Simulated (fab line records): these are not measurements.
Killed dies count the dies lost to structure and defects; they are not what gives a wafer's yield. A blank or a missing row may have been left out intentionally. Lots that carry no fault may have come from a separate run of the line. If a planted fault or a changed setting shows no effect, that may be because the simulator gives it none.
Which tool is to blame? :: flow berkeleyCmos170 :: Sampling: 14 lots, 42 wafers, 4 of 331 route steps

== WHAT EACH GAUGE READ, for each wafer ==
UCB170_M1_OVL_MEAS_10. Usual: M1_OVL gives 2 nm (standard deviation 5.1).
lot: L704
measured: day 7 11:28
on: overlay-02
M1_OVL (nm): 2 6 9
flag: 

lot: L706
measured: day 7 21:03
on: overlay-02
M1_OVL (nm): 11 17 8
flag: 

lot: L705
measured: day 8 02:07
on: overlay-02
M1_OVL (nm): 9 -2 -4
flag: 

lot: L708
measured: day 8 10:22
on: overlay-02
M1_OVL (nm): 1 0 -5
flag: 

lot: L707
measured: day 8 10:30
on: overlay-02
M1_OVL (nm): 3 1 6
flag: 

lot: L710
measured: day 9 02:50
on: overlay-02
M1_OVL (nm): 2 -2 -6
flag: 

lot: L714
measured: day 9 08:20
on: overlay-02
M1_OVL (nm): 2 2 10
flag: 

lot: L713
measured: day 9 09:02
on: overlay-01
M1_OVL (nm): 2 -1 0
flag: 

lot: L715
measured: day 9 23:51
on: overlay-01
M1_OVL (nm): -5 2 3
flag: 

lot: L720
measured: day 10 11:14
on: overlay-01
M1_OVL (nm): -4 6 -2
flag: 

lot: L722
measured: day 10 18:10
on: overlay-01
M1_OVL (nm): 4 -4 4
flag: 

lot: L723
measured: day 11 05:29
on: overlay-01
M1_OVL (nm): -7 -5 -6
flag: 

lot: L725
measured: day 11 12:41
on: overlay-01
M1_OVL (nm): 4 8 2
flag: 

lot: L726
measured: day 11 12:59
on: overlay-01
M1_OVL (nm): -1 -8 5
flag: 

UCB170_V1_THK_MEAS_04. Usual: V1_POLISHED_THK gives 1000.8 nm (standard deviation 1.1).
lot: L704
measured: day 7 15:18
on: filmMetro-01
V1_POLISHED_THK (nm): 1000.3 999.5 999.2
flag: 

lot: L706
measured: day 8 01:04
on: filmMetro-02
V1_POLISHED_THK (nm): 999.7 999.9 997.7
flag: 

lot: L705
measured: day 8 06:44
on: filmMetro-03
V1_POLISHED_THK (nm): 999.1 997.6 1001.0
flag: 

lot: L708
measured: day 8 13:25
on: filmMetro-03
V1_POLISHED_THK (nm): 1002.2 1001.8 1000.3
flag: 

lot: L707
measured: day 8 13:26
on: filmMetro-01
V1_POLISHED_THK (nm): 1003.1 1000.3 1001.7
flag: 

lot: L710
measured: day 9 09:07
on: filmMetro-01
V1_POLISHED_THK (nm): 1002.3 1002.8 1001.8
flag: 

lot: L714
measured: day 9 13:28
on: filmMetro-02
V1_POLISHED_THK (nm): 1000.4 1000.6 999.5
flag: 

lot: L713
measured: day 9 13:31
on: filmMetro-01
V1_POLISHED_THK (nm): 1001.9 1001.1 1001.1
flag: 

lot: L715
measured: day 10 04:32
on: filmMetro-03
V1_POLISHED_THK (nm): 1001.0 999.7 1001.6
flag: 

lot: L720
measured: day 10 14:03
on: filmMetro-03
V1_POLISHED_THK (nm): 1001.0 1001.3 1000.2
flag: 

lot: L722
measured: day 10 22:31
on: filmMetro-03
V1_POLISHED_THK (nm): 1000.7 998.8 999.9
flag: 

lot: L723
measured: day 11 08:12
on: filmMetro-02
V1_POLISHED_THK (nm): 1000.2 1000.9 1001.8
flag: 

lot: L725
measured: day 11 17:40
on: filmMetro-02
V1_POLISHED_THK (nm): 1001.8 1000.2 1001.2
flag: 

lot: L726
measured: day 11 17:59
on: filmMetro-03
V1_POLISHED_THK (nm): 999.3 999.8 999.1
flag: 

UCB170_V2_THK_MEAS_04. Usual: V2_POLISHED_THK gives 1001.1 nm (standard deviation 0.97).
lot: L704
measured: day 7 20:52
on: filmMetro-03
V2_POLISHED_THK (nm): 1001.9 1001.6 1002.0
flag: 

lot: L706
measured: day 8 08:35
on: filmMetro-04
V2_POLISHED_THK (nm): 1001.1 1001.5 1000.8
flag: 

lot: L705
measured: day 8 14:26
on: filmMetro-03
V2_POLISHED_THK (nm): 1000.9 1000.2 1001.1
flag: 

lot: L708
measured: day 8 19:59
on: filmMetro-03
V2_POLISHED_THK (nm): 1001.3 1000.5 1000.9
flag: 

lot: L707
measured: day 8 20:43
on: filmMetro-03
V2_POLISHED_THK (nm): 1000.4 1001.5 1002.9
flag: 

lot: L710
measured: day 9 15:34
on: filmMetro-02
V2_POLISHED_THK (nm): 1001.2 1001.3 1001.6
flag: 

lot: L714
measured: day 9 20:35
on: filmMetro-04
V2_POLISHED_THK (nm): 1001.3 1000.7 1001.6
flag: 

lot: L713
measured: day 9 21:56
on: filmMetro-02
V2_POLISHED_THK (nm): 1001.7 1000.7 1000.6
flag: 

lot: L715
measured: day 10 10:41
on: filmMetro-04
V2_POLISHED_THK (nm): 1001.8 1000.4 1002.6
flag: 

lot: L720
measured: day 10 19:27
on: filmMetro-02
V2_POLISHED_THK (nm): 1000.4 998.8 1001.9
flag: 

lot: L722
measured: day 11 04:34
on: filmMetro-03
V2_POLISHED_THK (nm): 1000.5 999.7 1001.9
flag: 

lot: L723
measured: day 11 15:14
on: filmMetro-02
V2_POLISHED_THK (nm): 1001.4 1000.0 1000.0
flag: 

lot: L725
measured: day 11 23:57
on: filmMetro-03
V2_POLISHED_THK (nm): 1001.7 1002.1 1000.5
flag: 

lot: L726
measured: day 12 00:13
on: filmMetro-02
V2_POLISHED_THK (nm): 1002.8 1001.5 1002.2
flag: 

== TOOL THAT RAN EACH LOT (tool first, then ch and the chambers of the sampled wafers, then the start) ==
lot: L704
UCB170_M2_METAL_ETCH_18: rieMetal-02 ch 0,1, day 7 19:49

lot: L706
UCB170_M2_METAL_ETCH_18: rieMetal-02 ch 0,1, day 8 07:32

lot: L705
UCB170_M2_METAL_ETCH_18: rieMetal-01 ch 0,1, day 8 13:24

lot: L708
UCB170_M2_METAL_ETCH_18: rieMetal-04 ch 0,1, day 8 18:56

lot: L707
UCB170_M2_METAL_ETCH_18: rieMetal-01 ch 0, day 8 19:40

lot: L710
UCB170_M2_METAL_ETCH_18: rieMetal-02 ch 0,1, day 9 14:31

lot: L714
UCB170_M2_METAL_ETCH_18: rieMetal-02 ch 0,1, day 9 19:35

lot: L713
UCB170_M2_METAL_ETCH_18: rieMetal-01 ch 0, day 9 20:42

lot: L715
UCB170_M2_METAL_ETCH_18: rieMetal-02 ch 0,1, day 10 09:38

lot: L720
UCB170_M2_METAL_ETCH_18: rieMetal-02 ch 0,1, day 10 18:24

lot: L722
UCB170_M2_METAL_ETCH_18: rieMetal-01 ch 0,1, day 11 03:11

lot: L723
UCB170_M2_METAL_ETCH_18: rieMetal-04 ch 0,1, day 11 14:12

lot: L725
UCB170_M2_METAL_ETCH_18: rieMetal-01 ch 0,1, day 11 22:55

lot: L726
UCB170_M2_METAL_ETCH_18: rieMetal-04 ch 0,1, day 11 23:13
- UCB170_M2_METAL_ETCH_18: etches Al in Cl2/BCl3, stops on SiO2, target depth 1170 nm, time 195 s.

== WHAT THE TOOLS THEMSELVES READ (means of the sampled wafers that have a number; where no wafer has one, the mark that the record gives instead) ==
UCB170_M2_METAL_ETCH_18. Usual: drypumpMotorCurrentA 5.6 A, standard deviation 0.34; oesProductAu 0.860 a.u., standard deviation 0.0096; throttleValvePct 24.42 %, standard deviation 0.29.
lot: L704
tool: rieMetal-02
drypumpMotorCurrentA (A): 5.7
oesProductAu (a.u.): 0.877
throttleValvePct (%): 24.38
flag: 

lot: L706
tool: rieMetal-02
drypumpMotorCurrentA (A): 5.5
oesProductAu (a.u.): 0.860
throttleValvePct (%): 24.51
flag: 

lot: L705
tool: rieMetal-01
drypumpMotorCurrentA (A): 5.4
oesProductAu (a.u.): 0.857
throttleValvePct (%): 24.09
flag: 

lot: L708
tool: rieMetal-04
drypumpMotorCurrentA (A): 6.0
oesProductAu (a.u.): 0.854
throttleValvePct (%): 24.77
flag: 

lot: L707
tool: rieMetal-01
drypumpMotorCurrentA (A): 5.4
oesProductAu (a.u.): 0.862
throttleValvePct (%): 24.18
flag: 

lot: L710
tool: rieMetal-02
drypumpMotorCurrentA (A): 5.5
oesProductAu (a.u.): 0.863
throttleValvePct (%): 24.49
flag: 

lot: L714
tool: rieMetal-02
drypumpMotorCurrentA (A): 5.5
oesProductAu (a.u.): 0.857
throttleValvePct (%): 24.50
flag: 

lot: L713
tool: rieMetal-01
drypumpMotorCurrentA (A): 5.4
oesProductAu (a.u.): 0.861
throttleValvePct (%): 24.17
flag: 

lot: L715
tool: rieMetal-02
drypumpMotorCurrentA (A): 5.7
oesProductAu (a.u.): 0.860
throttleValvePct (%): 24.38
flag: 

lot: L720
tool: rieMetal-02
drypumpMotorCurrentA (A): 5.8
oesProductAu (a.u.): 0.856
throttleValvePct (%): 24.39
flag: 

lot: L722
tool: rieMetal-01
drypumpMotorCurrentA (A): 5.4
oesProductAu (a.u.): 0.869
throttleValvePct (%): 24.05
flag: 

lot: L723
tool: rieMetal-04
drypumpMotorCurrentA (A): 6.0
oesProductAu (a.u.): 0.845
throttleValvePct (%): 24.77
flag: 

lot: L725
tool: rieMetal-01
drypumpMotorCurrentA (A): 5.3
oesProductAu (a.u.): 0.863
throttleValvePct (%): 24.11
flag: 

lot: L726
tool: rieMetal-04
drypumpMotorCurrentA (A): 6.0
oesProductAu (a.u.): 0.845
throttleValvePct (%): 24.76
flag: 

== THE ANSWER, worked out from the rows above alone ==
Rule: take the mean of a lot's wafers that have a number; if it is more than 3 standard deviations from the usual mean, the lot is off. Also off: a lot with no number at a reading for which 4 or more lots have one. Where the step has rows for the other lots, those lots are counted as sound. Order of review: gauges by route order, followed by the tools' own readings, for which a lot's mean as printed above is used. At the first step where some lot is off, the reading lying furthest off is the one used; lots without a number count as furthest.
None of the lots is off at any reading shown; this tells nothing.

== WHAT WAS PUT IN BY THE SIMULATOR ==
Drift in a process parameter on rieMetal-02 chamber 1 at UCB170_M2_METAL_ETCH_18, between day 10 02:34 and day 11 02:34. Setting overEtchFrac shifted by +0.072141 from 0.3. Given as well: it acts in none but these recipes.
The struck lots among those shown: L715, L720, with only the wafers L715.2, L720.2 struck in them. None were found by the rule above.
